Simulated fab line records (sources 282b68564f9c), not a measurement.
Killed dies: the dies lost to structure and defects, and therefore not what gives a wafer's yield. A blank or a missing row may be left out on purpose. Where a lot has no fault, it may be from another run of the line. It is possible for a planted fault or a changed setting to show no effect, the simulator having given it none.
fab line records	flow rit_cmos
[record] lots = 5	wafers = 23
route steps=202 shown SILICIDE@162 M1@184
start_h: hours from the record's first day to the start of the lot's first wafer shown	wait_h: hours elapsed since this lot's preceding step	" repeats the value in the row above	L1.1+2: a single row standing in for several wafers	- value missing, or start not given	* or withheld: withheld	< > ~ a bound
route shown NAME@n: a module of which the file shows steps, and the number in the route of the first	usual: mean/standard deviation of fault-free wafers	same: alike in all rows	chamber/n: place in a boat	sites: the reading at each site	_std_site: their standard deviation	_edge_site: outer sites' mean less inner sites'	radius_mm: for every site, how far away it sits from the centre of the wafer	mask NAME#n: copy n	behind: the tool/chamber that last shaped the wafer	hold: the reason the lot was held/the length of the hold in hours/how it ended	device: which transistor (n, p or np) failed to switch	end of line: tests of these same wafers at the route's end	for a step that has no rows: nothing shown but its recipe	killed: at the first sort, the dies lost to defects and structure; wafer yield is something else	map: a wafer's dies, x killed, . not, _ none there
set.NAME: the setting that was run; set.NAME@STEP: the one run at that earlier step	model.NAME: the simulator's own value behind a step, which no gauge read
lots run with intentionally changed settings; tables by step, rows by wafer
[[steps]]
[step RIT_SILICIDE_SPUTTER_01]
[recipe] material = Ti	target_thk_nm = 30	power_w = 350	chamber_pressure_pa = 0.667	gas = Ar	time_s = 240	substrate_temp_c = 25
lot.wafer	tool	chamber	start_h	wait_h	set.time_s	model.Ti_of_SILICIDE_SPUTTER_01.thk_nm
L075.2	pvd_sputter-04	-	59.80	0.0	240	28.9
L075.3	"	-	"	"	264.9	33.09
L075.4	"	-	"	"	264.9	33.22
L075.5	"	-	"	"	240	29.85
L075.6	"	-	"	"	240	30.04
L076.1	pvd_sputter-01	-	60.79	0.0	240	29.67
L076.2	"	-	"	"	240	30.01
L076.3	"	-	"	"	240	29.62
L076.5	"	-	"	"	240	29.94
L076.6	"	-	"	"	240	29.59
L077.1+5	pvd_sputter-01	-	66.91	0.0	240	29.93
L077.3	"	-	"	"	250.1	31.44
L077.4	"	-	"	"	250.1	31.43
L077.6	"	-	"	"	250.1	31.35
L080.1	pvd_sputter-01	-	80.17	0.0	240	30.23
L080.2	"	-	"	"	262.9	33.08
L080.3	"	-	"	"	240	29.5
L080.4	"	-	"	"	262.9	33.33
L080.6	"	-	"	"	262.9	32.65
L081.2	pvd_sputter-04	-	85.40	0.0	240	29.67
L081.3	"	-	"	"	240	29.4
L081.4	"	-	"	"	240	30.35
[step RIT_SILICIDE_RS_MEAS_02]
[recipe] thk_meas_gauge = four-point-probe	reads = Ti_of_SILICIDE_SPUTTER_01
[usual] SILICIDE_TI_RS = 48.1/0.83
lot.wafer	tool	chamber	start_h	wait_h	set.time_s@SILICIDE_SPUTTER_01	SILICIDE_TI_RS[ohm/sq]
L075.2	film_metro-02	-	59.97	0.1	240	50.3
L075.3	"	-	"	"	264.9	42.4
L075.4	"	-	"	"	264.9	42.3
L075.5	"	-	"	"	240	48.3
L075.6	"	-	"	"	240	47.8
L076.1	film_metro-02	-	60.94	0.1	240	48.5
L076.2	"	-	"	"	240	47.9
L076.3	"	-	"	"	240	48.7
L076.5	"	-	"	"	240	48.1
L076.6	"	-	"	"	240	48.8
L077.1	film_metro-03	-	67.06	0.1	240	48.0
L077.3	"	-	"	"	250.1	45.1
L077.4	"	-	"	"	250.1	45.1
L077.5	"	-	"	"	240	48.1
L077.6	"	-	"	"	250.1	45.3
L080.1	film_metro-02	-	80.32	0.1	240	47.5
L080.2	"	-	"	"	262.9	42.5
L080.3	"	-	"	"	240	48.9
L080.4	"	-	"	"	262.9	42.0
L080.6	"	-	"	"	262.9	43.1
L081.2	film_metro-01	-	85.57	0.1	240	48.5
L081.3	"	-	"	"	240	49.1
L081.4	"	-	"	"	240	47.2
[step RIT_SILICIDE_THK_MEAS_03]
[recipe] thk_meas_gauge = xrf	reads = Ti_of_SILICIDE_SPUTTER_01
[usual] SILICIDE_TI_THK = 29.9/0.39
lot.wafer	tool	chamber	start_h	wait_h	set.time_s@SILICIDE_SPUTTER_01	SILICIDE_TI_THK[nm]
L075.2	film_metro-02	-	60.08	0.1	240	29.0
L075.3	"	-	"	"	264.9	33.0
L075.4	"	-	"	"	264.9	33.4
L075.5	"	-	"	"	240	29.9
L075.6	"	-	"	"	240	30.2
L076.1	film_metro-02	-	61.06	0.1	240	29.7
L076.2	"	-	"	"	240	30.1
L076.3	"	-	"	"	240	29.7
L076.5	"	-	"	"	240	30.2
L076.6	"	-	"	"	240	29.8
L077.1	film_metro-03	-	67.18	0.1	240	30.1
L077.3	"	-	"	"	250.1	31.4
L077.4	"	-	"	"	250.1	31.6
L077.5	"	-	"	"	240	30.1
L077.6	"	-	"	"	250.1	31.5
L080.1	film_metro-02	-	80.44	0.1	240	30.3
L080.2	"	-	"	"	262.9	33.2
L080.3	"	-	"	"	240	29.7
L080.4	"	-	"	"	262.9	33.4
L080.6	"	-	"	"	262.9	32.9
L081.2	film_metro-01	-	85.68	0.1	240	29.7
L081.3	"	-	"	"	240	29.2
L081.4	"	-	"	"	240	30.3
[step RIT_M1_SPUTTER_00]
[recipe] material = Al	target_thk_nm = 400	power_w = 2000	chamber_pressure_pa = 0.4	gas = Ar	time_s = 500	substrate_temp_c = 25
lot.wafer	tool	chamber	start_h	wait_h	set.time_s	model.Al_of_M1_SPUTTER_00.thk_nm
L075.2	pvd_sputter-03	-	62.67	0.0	500	397.8
L075.3	"	-	"	"	500	394.4
L075.4	"	-	"	"	500	393.7
L075.5	"	-	"	"	500	398.4
L075.6	"	-	"	"	500	402
L076.1	pvd_sputter-04	-	63.52	0.0	459.8	367.2
L076.2	"	-	"	"	500	408.7
L076.3	"	-	"	"	459.8	381.5
L076.5	"	-	"	"	459.8	369.8
L076.6	"	-	"	"	500	409.4
L077.1	pvd_sputter-03	-	69.76	0.0	500	404.5
L077.3	"	-	"	"	500	408.7
L077.4	"	-	"	"	500	409.4
L077.5	"	-	"	"	500	405.8
L077.6	"	-	"	"	500	406.5
L080.1	pvd_sputter-02	-	83.08	0.0	500	408.2
L080.2	"	-	"	"	500	408.1
L080.3	"	-	"	"	500	403.3
L080.4	"	-	"	"	546.5	435
L080.6	"	-	"	"	546.5	445.6
L081.2	pvd_sputter-03	-	88.12	0.0	500	414.5
L081.3	"	-	"	"	500	410.8
L081.4	"	-	"	"	500	405.3
[step RIT_M1_RS_MEAS_01]
[recipe] thk_meas_gauge = four-point-probe	reads = Al_of_M1_SPUTTER_00
[usual] M1_AL_RS = 0.0724/0.00096
lot.wafer	tool	chamber	start_h	wait_h	set.time_s@M1_SPUTTER_00	M1_AL_RS[ohm/sq]
L075.2	film_metro-04	-	62.99	0.2	500	0.0737
L075.3	"	-	"	"	500	0.0744
L075.4	"	-	"	"	500	0.0745
L075.5	"	-	"	"	500	0.0735
L075.6	"	-	"	"	500	0.0730
L076.1	film_metro-04	-	63.82	0.1	459.8	0.0802
L076.2	"	-	"	"	500	0.0718
L076.3	"	-	"	"	459.8	0.0770
L076.5	"	-	"	"	459.8	0.0795
L076.6	"	-	"	"	500	0.0717
L077.1	film_metro-03	-	70.06	0.1	500	0.0726
L077.3	"	-	"	"	500	0.0719
L077.4	"	-	"	"	500	0.0716
L077.5	"	-	"	"	500	0.0722
L077.6	"	-	"	"	500	0.0722
L080.1	film_metro-03	-	83.37	0.1	500	0.0718
L080.2	"	-	"	"	500	0.0720
L080.3	"	-	"	"	500	0.0727
L080.4	"	-	"	"	546.5	0.0675
L080.6	"	-	"	"	546.5	0.0657
L081.2	film_metro-04	-	88.44	0.2	500	0.0706
L081.3	"	-	"	"	500	0.0713
L081.4	"	-	"	"	500	0.0725
[step RIT_M1_THK_MEAS_02]
[recipe] thk_meas_gauge = xrf	reads = Al_of_M1_SPUTTER_00
[usual] M1_AL_THK = 404/5.6
lot.wafer	tool	chamber	start_h	wait_h	set.time_s@M1_SPUTTER_00	M1_AL_THK[nm]
L075.2	film_metro-04	-	63.10	0.1	500	396
L075.3	"	-	"	"	500	396
L075.4	"	-	"	"	500	391
L075.5	"	-	"	"	500	398
L075.6	"	-	"	"	500	398
L076.1	film_metro-04	-	63.94	0.1	459.8	366
L076.2	"	-	"	"	500	407
L076.3	"	-	"	"	459.8	381
L076.5	"	-	"	"	459.8	368
L076.6	"	-	"	"	500	407
L077.1	film_metro-03	-	70.18	0.1	500	407
L077.3	"	-	"	"	500	410
L077.4	"	-	"	"	500	413
L077.5	"	-	"	"	500	409
L077.6	"	-	"	"	500	411
L080.1	film_metro-03	-	83.49	0.1	500	411
L080.2	"	-	"	"	500	407
L080.3	"	-	"	"	500	404
L080.4	"	-	"	"	546.5	434
L080.6	"	-	"	"	546.5	446
L081.2	film_metro-04	-	88.55	0.1	500	412
L081.3	"	-	"	"	500	406
L081.4	"	-	"	"	500	403
[step RIT_M1_DEVELOP_08]
[recipe] resist = NOVOLAK	develop_time_s = 68	dev_temp_c = 23
lot.wafer	tool	chamber	start_h	wait_h	set.develop_time_s
L075.2+5	litho_track-01	0	-	-	68
L075.3+4+6	"	0	"	"	58.64
L076.1+3+6	litho_track-02	0	-	-	68
L076.2+5	"	0	"	"	77.62
L077.1+4+5	litho_track-04	0	-	-	61.19
L077.3+6	"	0	"	"	68
L080.1+3+4	litho_track-01	0	-	-	72.92
L080.2+6	"	0	"	"	68
L081.2+3+4	litho_track-02	0	-	-	68
[step RIT_M1_CD_MEAS_09]
[recipe] target_cd_nm = 2600
[usual] cd_nm = 2600.3/2.1
lot.wafer	tool	chamber	start_h	wait_h	set.develop_time_s@M1_DEVELOP_08	cd_nm
L075.2	cd_sem-01	-	64.24	-	68	2601.3
L075.3	"	-	"	"	58.64	2616.3
L075.4	"	-	"	"	58.64	2617.6
L075.5	"	-	"	"	68	2603.7
L075.6	"	-	"	"	58.64	2618.3
L076.1	cd_sem-01	-	65.14	-	68	2602.3
L076.2	"	-	"	"	77.62	2588.9
L076.3	"	-	"	"	68	2599.1
L076.5	"	-	"	"	77.62	2587.4
L076.6	"	-	"	"	68	2601.8
L077.1	cd_sem-01	-	71.12	-	61.19	2612.5
L077.3	"	-	"	"	68	2601.4
L077.4	"	-	"	"	61.19	2612.4
L077.5	"	-	"	"	61.19	2612.8
L077.6	"	-	"	"	68	2606.2
L080.1	cd_sem-01	-	84.43	-	72.92	2595.4
L080.2	"	-	"	"	68	2599.3
L080.3	"	-	"	"	72.92	2595.2
L080.4	"	-	"	"	72.92	2592.9
L080.6	"	-	"	"	68	2601.4
L081.2	cd_sem-02	-	89.50	-	68	2597.8
L081.3	"	-	"	"	68	2597.4
L081.4	"	-	"	"	68	2599.7
[step RIT_M1_HARDBAKE_11]
[recipe] resist = NOVOLAK	temp_c = 140	time_s = 120
[step RIT_M1_ANNEAL_15]
[recipe] temp_c = 450	time_s = 1800	ambient = forming_gas_H2N2
[step RIT_M1_PROBE_99]
lot.wafer	tool	chamber	start_h	wait_h	set.dose_mj@GATE_EXPOSE_13	model.etest.pmos_turned.r_on_ohm_um	model.etest.pmos_0p15.r_on_ohm_um	model.etest.nmos_turned.drive_ua_um	model.etest.nmos_0p15.drive_ua_um
L075.2	prober-01	-	67.05	0.1	380	3551	2860	332.6	478.8
L075.3	prober-01	-	67.10	0.2	380	3673	2939	321.4	468.6
L075.4	prober-01	-	67.15	0.2	380	3422	2736	326.6	479
L075.5	prober-01	-	67.20	0.2	380	3576	2875	321.4	461.2
L075.6	prober-01	-	67.25	0.2	380	3627	2919	315.9	464.1
L076.1	prober-02	-	68.50	0.1	380	3894	2858	259.3	447.4
L076.2	prober-02	-	68.55	0.1	380	3896	2842	262.5	452.6
L076.3	prober-02	-	68.60	0.2	380	3821	2821	262.6	447.3
L076.5	prober-02	-	68.70	0.2	380	3934	2940	263	447
L076.6	prober-02	-	68.75	0.2	380	4005	2926	252	455
L077.1	prober-01	-	73.86	0.1	380	3376	2666	299.5	455.6
L077.3	prober-01	-	73.96	0.2	380	3527	2776	290.4	444.7
L077.4	prober-01	-	74.01	0.2	387.6	3249	2529	327	506.5
L077.5	prober-01	-	74.06	0.2	387.6	3282	2540	319.9	495.4
L077.6	prober-01	-	74.11	0.2	380	3574	2811	302.5	456.2
L080.1	prober-02	-	87.09	0.1	380	3253	2650	370	505.4
L080.3	prober-02	-	87.19	0.2	380	3275	2710	355.7	498.7
L080.4	prober-02	-	87.24	0.2	352.2	4077	3492	307.5	383.8
L081.2	prober-01	-	93.36	0.1	380	3702	2961	303.2	453.2
L081.3	prober-01	-	93.41	0.2	380	3911	3088	280.5	429.8
L081.4	prober-01	-	93.46	0.2	380	3676	2884	295.8	459
// killed by level:class
L081.2 GATE:geometric_particle:open=4 GATE:geometric_particle:short=2 FOX1:geometric_particle:short=1 FOX2:geometric_particle:open=1 REOX:geometric_particle:open=1 SPACER:geometric_particle:open=1 SILICIDE:geometric_particle:short=1
L081.3 GATE:geometric_particle:open=2 FOX1:geometric_particle:open=1 GATE:geometric_particle:short=1 SPACER:geometric_particle:open=1
L081.4 GATE:geometric_particle:open=4 SPACER:geometric_particle:short=2 FOX1:geometric_particle:short=1 GATE:geometric_particle:short=1 REOX:geometric_particle:open=1
[[key]]
[split] step = RIT_SILICIDE_SPUTTER_01	setting = time_s	stated = 240	by = wafer
[response] step = RIT_SILICIDE_SPUTTER_01	reading = model.Ti_of_SILICIDE_SPUTTER_01.thk_nm	change = +0.338	per = 1%	r = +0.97
[response] step = RIT_SILICIDE_RS_MEAS_02	reading = SILICIDE_TI_RS	change = -0.614	per = 1%	r = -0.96
[response] step = RIT_SILICIDE_THK_MEAS_03	reading = SILICIDE_TI_THK	change = +0.334	per = 1%	r = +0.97
[split] step = RIT_M1_SPUTTER_00	setting = time_s	stated = 500	by = wafer
[response] step = RIT_M1_SPUTTER_00	reading = model.Al_of_M1_SPUTTER_00.thk_nm	change = +4	per = 1%	r = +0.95
[response] step = RIT_M1_RS_MEAS_01	reading = M1_AL_RS	change = -0.000726	per = 1%	r = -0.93
[response] step = RIT_M1_THK_MEAS_02	reading = M1_AL_THK	change = +3.89	per = 1%	r = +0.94
[split] step = RIT_M1_DEVELOP_08	setting = develop_time_s	stated = 68	by = wafer
[response] step = RIT_M1_CD_MEAS_09	reading = cd_nm	change = -0.955	per = 1%	r = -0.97
split outside_this_file step=RIT_GATE_EXPOSE_13 setting=dose_mj
// split outside_this_file: this setting was split too, and the file shows its column; the key of that split is in another file
